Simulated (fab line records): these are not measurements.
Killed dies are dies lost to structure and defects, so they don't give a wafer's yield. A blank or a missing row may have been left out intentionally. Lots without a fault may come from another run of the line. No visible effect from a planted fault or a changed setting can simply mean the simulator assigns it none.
Split-lot study | flow berkeley cmos170 | 23 wafers read across 5 lots, on a route 331 steps long

== ABOUT THE SPLIT ==
At UCB170_PSD_PEB_04, the setting peb temp c was moved away from the recipe's 130 C on 7 of the 23 wafers read, by -0.8% to +1.5%. This setting was run at the recipe's value on the other wafers.

== BETWEEN THE SPLIT AND THE READING: the file shows 1 step in between ==
- UCB170_PSD_DEVELOP_05: develop time 45 s

== THE READING ==
cd nm (nm) at UCB170_PSD_CD_MEAS_06, where the cd target is 1200 nm. A value of 1200.1 nm with a standard deviation of 1.5 nm is what fault-free wafers of this fab line usually give.

wafer  | tool, chamber at the split | peb temp c as run, C | against the recipe | cd nm, nm | against lot-mates on the recipe
L075.1 | litho track-04, 0          | 130                  | recipe             | 1202.3    | -
L075.2 | litho track-04, 0          | 131.9                | +1.5%              | 1213.4    | +11.7
L075.4 | litho track-04, 0          | 131.9                | +1.5%              | 1213.8    | +12.1
L075.5 | litho track-04, 0          | 130                  | recipe             | 1201.6    | -
L075.6 | litho track-04, 0          | 130                  | recipe             | 1201.1    | -
L076.1 | litho track-04, 0          | 131.9                | +1.5%              | 1212.6    | +11.6
L076.2 | litho track-04, 0          | 130                  | recipe             | 1201.4    | -
L076.3 | litho track-04, 0          | 130                  | recipe             | 1200.5    | -
L076.4 | litho track-04, 0          | 131.9                | +1.5%              | 1213.9    | +13.0
L076.6 | litho track-04, 0          | 131.9                | +1.5%              | 1213.2    | +12.2
L082.1 | litho track-01, 0          | 129                  | -0.8%              | 1192.4    | -7.8
L082.3 | litho track-01, 0          | 129                  | -0.8%              | 1191.4    | -8.8
L082.4 | litho track-01, 0          | 130                  | recipe             | 1200.5    | -
L082.5 | litho track-01, 0          | 130                  | recipe             | 1199.5    | -
L082.6 | litho track-01, 0          | 130                  | recipe             | 1200.6    | -
L085.1 | litho track-04, 0          | 130                  | recipe             | 1198.3    | -
L085.2 | litho track-04, 0          | 130                  | recipe             | 1198.4    | -
L085.4 | litho track-04, 0          | 130                  | recipe             | 1198.8    | -
L080.1 | litho track-01, 0          | 130                  | recipe             | 1199.9    | -
L080.2 | litho track-01, 0          | 130                  | recipe             | 1200.1    | -
L080.3 | litho track-01, 0          | 130                  | recipe             | 1199.8    | -
L080.4 | litho track-01, 0          | 130                  | recipe             | 1200.4    | -
L080.6 | litho track-01, 0          | 130                  | recipe             | 1200.6    | -

FIT RESULTS
A straight line over all 23 wafers: cd nm changes by +9.27 nm for each +1% of peb temp c; r = +0.99; the points scatter about the line by 1.1 nm.
The same after taking each lot's own level away (the mean of its wafers on the recipe; 23 wafers): +8.68 nm for each +1%; r = +0.99; scatter 0.66 nm.
The reading moves by 13 nm for the largest change in peb temp c, on that fit.
Measured against the standard deviation above, the lots' own levels, which go from 1198.50 to 1201.67 nm, span 2.1 times it.
The two slopes are in agreement: the lot-to-lot level therefore moves the slope only a little.
Check: with one of the wafers moved furthest among these (+1.5%) left out of the fit, the line predicts +12.6 nm for it against its lot-mates. Against them it came out at +11.7 nm.

== THE FILE'S OWN FIT ==
cd nm changes by +8.6 nm for each +1% of peb temp c, r = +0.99.
